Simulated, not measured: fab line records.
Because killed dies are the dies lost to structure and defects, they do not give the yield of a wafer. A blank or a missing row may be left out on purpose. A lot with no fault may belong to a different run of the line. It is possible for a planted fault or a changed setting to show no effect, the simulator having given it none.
Which tool was responsible?	flow rit-cmos	13 lots with 39 wafers sampled at 2 steps, on a route of 202 steps

== WHAT THE GAUGES SHOWED, per wafer ==
RIT_GATE_CD_MEAS_16: target cd 150 nm. Usual: 150.2 nm for cd-nm, sd 2.6.
lot	measured	on	cd-nm (nm)	flag
L935	day 2 16:08	cd-sem-02	146.4 147.6 147.8	
L937	day 3 01:36	cd-sem-01	149.4 151.7 151.2	
L939	day 3 15:09	cd-sem-02	158.4 155.6 154.8	
L940	day 3 17:27	cd-sem-02	148.1 150.6 149.6	
L943	day 4 05:56	cd-sem-02	146.8 147.0 149.8	
L944	day 4 16:08	cd-sem-02	150.3 150.0 154.6	
L946	day 4 22:36	cd-sem-01	129.2 127.5 129.1	OFF
L953	day 7 00:29	cd-sem-01	147.5 151.5 148.9	
L954	day 7 03:32	cd-sem-01	145.0 145.8 146.5	
L955	day 7 03:51	cd-sem-02	146.9 149.8 147.9	
L956	day 7 19:14	cd-sem-02	152.7 150.2 151.4	
L958	day 7 22:28	cd-sem-01	146.7 147.4 146.5	
L957	day 7 22:41	cd-sem-02	152.2 154.0 153.3	

== WHAT TOOL EACH LOT RAN ON (gives the tool, then ch and the chambers of the sampled wafers, and finally the start) ==
lot	RIT_GATE_EXPOSE_13
L935	iline-stepper-02 ch 0, day 2 15:44
L937	iline-stepper-02 ch 0, day 3 01:11
L939	iline-stepper-02 ch 0, day 3 14:40
L940	iline-stepper-01 ch 0, day 3 17:03
L943	iline-stepper-02 ch 0, day 4 05:32
L944	iline-stepper-02 ch 0, day 4 15:44
L946	iline-stepper-02 ch 0, day 4 21:56
L953	iline-stepper-01 ch 0, day 7 00:05
L954	iline-stepper-01 ch 0, day 7 03:08
L955	iline-stepper-02 ch 0, day 7 03:27
L956	iline-stepper-02 ch 0, day 7 18:49
L958	iline-stepper-01 ch 0, day 7 22:04
L957	iline-stepper-02 ch 0, day 7 22:17
- RIT_GATE_EXPOSE_13: exposes mask M6, target cd 150 nm.

== WHAT THE TOOLS THEMSELVES READ (means of the sampled wafers that have a number; where no wafer has one, the mark that the record gives instead) ==
The record holds no such reading with a usual standard deviation.

== THE ANSWER, worked out from the rows above alone ==
Rule: take the mean of a lot's wafers that have a number; if it is more than 3 standard deviations from the usual mean, the lot is off. Also off: a lot with no number at a reading for which 4 or more lots have one. Where the step has rows for the other lots, those lots are counted as sound. Order of review: gauges by route order, followed by the tools' own readings, for which a lot's mean as printed above is used. The first step at which some lot is off is used, and at that step the reading that is off furthest; a lot without a number counts as furthest.
Off: L946, at RIT_GATE_CD_MEAS_16 (cd-nm).
If a tool, at a process step before that reading, ran all the lots that are off and no sound lot after the first of them, it fits. Gauges at RIT_GATE_CD_MEAS_16: tried the same way as those tools. No candidate that was tried fits.

== WHAT THE SIMULATOR HAD PUT IN ==
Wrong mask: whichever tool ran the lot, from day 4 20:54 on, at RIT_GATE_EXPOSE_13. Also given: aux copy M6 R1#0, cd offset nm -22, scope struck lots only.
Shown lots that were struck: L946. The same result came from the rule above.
